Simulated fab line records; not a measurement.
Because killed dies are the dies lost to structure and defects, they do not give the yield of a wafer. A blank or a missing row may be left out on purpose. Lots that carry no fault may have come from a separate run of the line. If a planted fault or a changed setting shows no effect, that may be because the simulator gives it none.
Which tool was responsible?	flow rit cmos	6 lots, 18 wafers sampled, at 1 step of a route of 202

== WHAT THE GAUGES READ, wafer by wafer ==
RIT_ACTIVE_CD_MEAS_11: the cd target is 1400 nm.
lot	measured	on	cd nm (nm)
L344	day 2 00:26	cd sem-01	1400.5 1401.2 1400.6
L346	day 2 12:11	cd sem-02	1402.9 1405.0 1403.6
L348	day 2 20:34	cd sem-01	1399.4 1400.4 1400.9
L350	day 3 06:28	cd sem-02	1401.5 1404.0 1400.5
L352	day 3 16:26	cd sem-01	1395.7 1397.0 1397.8
L355	day 4 07:36	cd sem-01	1399.6 1402.0 1401.2

== WHICH TOOL RAN EACH LOT (tool, then ch and the chambers of the sampled wafers, then the start) ==
There is no process step in the record ahead of these readings.

== THE ANSWER, worked out from the rows above alone ==
Rule: usual is defined by the lots themselves. Put in order of their means at a reading, lots are off if they are a third of the lots or fewer, leave a main group of 4 or more, and stand apart from it by a gap of 3 or more times the standard deviation of the main group's means; of several such gaps the widest counts. Not used: any main group whose means are identical at the precision the tables above print for the reading. A lot without any number at a reading at which 4 lots or more have one is off too. All remaining lots with rows at the step are treated as sound.
None of the lots is off at any reading shown; this tells nothing.

== WHAT HAD BEEN PUT IN BY THE SIMULATOR ==
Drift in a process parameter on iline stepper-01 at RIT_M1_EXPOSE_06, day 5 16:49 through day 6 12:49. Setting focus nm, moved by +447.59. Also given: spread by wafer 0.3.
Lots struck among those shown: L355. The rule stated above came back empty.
